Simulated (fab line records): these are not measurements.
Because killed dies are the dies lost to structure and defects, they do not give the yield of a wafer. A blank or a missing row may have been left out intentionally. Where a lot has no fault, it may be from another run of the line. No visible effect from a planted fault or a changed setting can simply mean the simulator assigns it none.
Comparing a struck lot with a sound one | flow rit_cmos | 19 steps out of a route of 202
Sound: the wafers L590.1, L590.4, L590.5. Wafers struck: L601.1, L601.2, L601.6. At the end, the cause is stated.
At each step with rows: each side's tool, then ch and its chambers, then its first start. Under that, the readings that differ: sound wafers | struck wafers | difference of the means | sigmas: that difference in standard deviations of wafers without a fault.
alike: words and numbers the same on both sides, and readings whose means are apart by under 2 such deviations; not compared: readings that were withheld, readings missing a value for some wafer, numbers with overlapping values and no deviation given by the record, and bounds like >300 which may hide the same value.
Wherever a step has rows on one side only, a row that says differs or no value, or a row with sigmas, the two part there. Non-overlapping numbers with no deviation appear without sigmas and do not part them. A reading missing from all wafers of one side parts the sides only when that side holds two or more wafers.

first, 3 steps without rows for these wafers: RIT_GATE_CLEAN_02 (cleans in dHF, time 30 s); RIT_GATE_CLEAN_03 (cleans in SC2, time 600 s); RIT_GATE_CLEAN_04 (cleans in dHF, time 60 s).
RIT_FOX2_THK_MEAS_91:
  sound on film_metro-02 at day 2 20:02; struck on film_metro-03 at day 4 23:40
  alike: FIELD_OXIDE_LEFT_2_THK
then, 2 steps without rows for these wafers: RIT_GATE_OXIDATION_05 (target thk 3 nm, ox time 270 s); RIT_GATE_ANNEAL_06 (time 600 s).
RIT_GATE_THK_MEAS_07:
  sound on film_metro-01 at day 3 00:31; struck on film_metro-01 at day 5 02:38
  alike: GATE_OXIDE_THK
then, 1 step without rows for these wafers: RIT_GATE_CVD_08 (deposits poly-Si from SiH4, target thk 250 nm, time 2220 s).
RIT_GATE_THK_MEAS_09:
  sound on film_metro-01 at day 3 02:12; struck on film_metro-01 at day 5 04:19
  alike: GATE_POLY_THK
then, 2 steps without rows for these wafers: RIT_GATE_HMDS_10 (prime time 60 s); RIT_GATE_COAT_11 (resist thk 850 nm).
RIT_GATE_SOFTBAKE_12: time 61.13 s.
  sound on litho_track-03 ch 0, day 3 02:34; struck on litho_track-03 ch 0, day 5 04:41
  alike: plate_sensor_t_centre_C, plate_sensor_t_edge_C, resist_line_temp_C
RIT_GATE_EXPOSE_13: exposes mask M6, target cd 150 nm.
  sound on iline_stepper-02 ch 0, day 3 02:43; struck on iline_stepper-02 ch 0, day 5 05:04
  reading                      | sound                | struck            | difference | sigmas
  model.GATE.overlay_x_nm (nm) | 0.5824 0.5824 0.5824 | 241.2 241.2 241.2 | +240.6     |
  alike: mask, focus_offset_nm, stage_vel_mm_s
then, 2 steps without rows for these wafers: RIT_GATE_PEB_14; RIT_GATE_DEVELOP_15 (develop time 50 s).
RIT_GATE_CD_MEAS_16 targets a cd of 150 nm.
  sound on cd_sem-01 at day 3 03:07; struck on cd_sem-01 at day 5 05:34
  alike: cd_nm
RIT_GATE_OVL_MEAS_17:
  sound on overlay-02 at day 3 03:14; struck on overlay-02 at day 5 05:41
  reading       | sound          | struck            | difference | sigmas
  GATE_OVL (nm) | -1.6 -0.9 -0.2 | 240.9 240.4 240.9 | +241.6     | +99 or more
then, 1 step without rows for these wafers: RIT_GATE_HARDBAKE_18 (time 60 s).
RIT_M1_PROBE_99:
  sound on prober-02 at day 4 05:49; struck on prober-02 at day 6 03:23
  reading                                    | sound                | struck               | difference | sigmas
  model.etest.pldd.width_nm (nm)             | 3162 3166 3166       | 3021 3025 3045       | -134       |
  model.etest.nldd.width_nm (nm)             | 3171 3155 3157       | 3029 3036 3032       | -129       |
  model.etest.nldd.line_ohm_um               | 117.3 115.7 115.1    | 128.7 130 126.2      | +12.3      |
  model.etest.gate_end_array.leak_log10_a_um | -12.95 -12.97 -12.86 | -5.969 -6.312 -6.491 | +6.669     |
  model.etest.select_edge_diode_p.over_limit | 0 0 0                | 1 1 1                | +1         |
  model.etest.select_edge_diode_n.over_limit | 0 0 0                | 1 1 1                | +1         |
  model.etest.nmos_0p15.junction_log10_a_um  | -13.55 -13.52 -13.21 | -12.47 -12.86 -12.86 | +0.70      |
  model.etest.nmos_narrow.off_log10_a_um     | -13.29 -13.19 -13.34 | -12.44 -12.82 -12.72 | +0.61      |
  alike: killed_at_M0_to_M3, killed_at_contacts, killed_at_front_end, killed_dies, killed_on_rim, killed_open, killed_short

== WHERE THEY PART ==
Only at RIT_GATE_OVL_MEAS_17, as far as this record shows. Later steps at which nothing parts them and some readings are alike: RIT_M1_PROBE_99.

WHY: whatever the simulator had introduced
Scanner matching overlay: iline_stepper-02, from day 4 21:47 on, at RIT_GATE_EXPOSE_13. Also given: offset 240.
